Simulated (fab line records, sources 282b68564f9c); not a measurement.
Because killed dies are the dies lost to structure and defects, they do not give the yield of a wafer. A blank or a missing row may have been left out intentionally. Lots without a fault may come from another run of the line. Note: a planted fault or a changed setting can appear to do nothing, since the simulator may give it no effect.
Lot-split experiment + flow ritCmos + 23 wafers read from 5 lots, route of 202 steps

THE SPLIT ITSELF
At RIT_PLDD_IMPLANT_08, the setting energyKev was moved away from the recipe's 20 on 4 of the 23 wafers read, by -3.6% to +3.6%. All remaining wafers had this setting at the recipe value.

FROM THE SPLIT TO THE READING: what the file shows between them, 7 steps
- RIT_PLDD_STRIP_09: strips in O2, time 180 s
- RIT_SPACER_CLEAN_00: cleans in SC1, time 600 s
- RIT_PSD_IMPLANT_08 (also split here: energyKev)
- RIT_SDANNEAL_CLEAN_01: cleans in dHF, time 30 s (also split here: timeS)
- RIT_SDANNEAL_CLEAN_02: cleans in SC2, time 600 s
- RIT_SDANNEAL_RTA_03: time 5 s
- RIT_SDANNEAL_RS_MEAS_04: measures by four-point-probe

THE READING
PLDD_RS in ohm/sq, measured at RIT_SDANNEAL_RS_MEAS_06 by four-point-probe. On this fab line, fault-free wafers typically give 178.2 ohm/sq with a standard deviation of 0.54 ohm/sq.

| wafer  | tool, chamber at the split | energyKev as run | against the recipe | PLDD_RS, ohm/sq | against lot-mates on the recipe |
|--------|----------------------------|------------------|--------------------|-----------------|---------------------------------|
| L075.2 | implanter-03, 0            | 20               | recipe             | 177.9           | -                               |
| L075.3 | implanter-03, 0            | 20               | recipe             | 177.4           | -                               |
| L075.4 | implanter-03, 0            | 20               | recipe             | 177.6           | -                               |
| L075.5 | implanter-03, 0            | 20               | recipe             | 177.4           | -                               |
| L075.6 | implanter-03, 0            | 20               | recipe             | 177.4           | -                               |
| L074.1 | implanter-01, 0            | 20               | recipe             | 178.9           | -                               |
| L074.2 | implanter-01, 0            | 20               | recipe             | 179.3           | -                               |
| L074.3 | implanter-01, 0            | 20               | recipe             | 179.3           | -                               |
| L074.5 | implanter-01, 0            | 20.71            | +3.6%              | 176.3           | -2.9                            |
| L074.6 | implanter-01, 0            | 20.71            | +3.6%              | 176.9           | -2.3                            |
| L078.1 | implanter-01, 0            | 20               | recipe             | 178.6           | -                               |
| L078.4 | implanter-01, 0            | 20               | recipe             | 178.7           | -                               |
| L078.5 | implanter-01, 0            | 20               | recipe             | 178.6           | -                               |
| L081.1 | implanter-04, 0            | 20               | recipe             | 178.7           | -                               |
| L081.2 | implanter-04, 0            | 20               | recipe             | 178.8           | -                               |
| L081.3 | implanter-04, 0            | 20               | recipe             | 179.1           | -                               |
| L081.4 | implanter-04, 0            | 20               | recipe             | 178.5           | -                               |
| L081.6 | implanter-04, 0            | 20               | recipe             | 178.9           | -                               |
| L083.1 | implanter-01, 0            | 20               | recipe             | 178.6           | -                               |
| L083.2 | implanter-01, 0            | 19.29            | -3.6%              | 181.0           | +2.6                            |
| L083.3 | implanter-01, 0            | 20               | recipe             | 178.4           | -                               |
| L083.5 | implanter-01, 0            | 19.29            | -3.6%              | 180.2           | +1.8                            |
| L083.6 | implanter-01, 0            | 20               | recipe             | 178.1           | -                               |

THE FIT
A straight line over all 23 wafers: PLDD_RS changes by -0.563 ohm/sq for each +1% of energyKev; r = -0.82; the points scatter about the line by 0.6 ohm/sq.
The same after taking each lot's own level away (the mean of its wafers on the recipe; 23 wafers): -0.676 ohm/sq for each +1%; r = -0.97; scatter 0.24 ohm/sq.
The reading moves by 2.4 ohm/sq for the largest change in energyKev, on that fit.
Across the lots, their own levels run from 177.54 to 179.17 ohm/sq, a range of 3.0 times the standard deviation given above.
So the slope is not independent of the lot-to-lot level: the two fits are not the same.
Check: with one of the wafers moved furthest among these (+3.6%) left out of the fit, the line predicts -2.25 ohm/sq for it against its lot-mates. It came out at -2.87 ohm/sq against them.

THE OTHER SPLITS THESE WAFERS WENT THROUGH
Before the reading, these wafers also passed through other splits. Each is held against what the fit with the lots' levels taken away leaves over:
| other split on the same wafers | wafers away from the commonest value | r with PLDD_RS (lot level and that fit taken away) |
|--------------------------------|--------------------------------------|----------------------------------------------------|
| RIT_PSD_IMPLANT_08 energyKev   | 7                                    | +0.10                                              |
| RIT_SDANNEAL_CLEAN_01 timeS    | 18                                   | -0.04                                              |

THE WHOLE CHAIN: every reading that the file lists as answering this split, in the file's order
| step                    | what it does                 | reading                                                        | change (the file's fit)                | r (the file's) |
|-------------------------|------------------------------|----------------------------------------------------------------|----------------------------------------|----------------|
| RIT_PLDD_IMPLANT_08     |                              | implant.drpNm (the simulator's own value, which no gauge read) | +0.0685 nm for each +1% of the setting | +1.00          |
| RIT_SDANNEAL_RS_MEAS_06 | measures by four-point-probe | PLDD_RS                                                        | -0.678 for each +1% of the setting     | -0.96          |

FILE'S OWN FIT
PLDD_RS changes by -0.678 ohm/sq for each +1% of energyKev, r = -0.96.
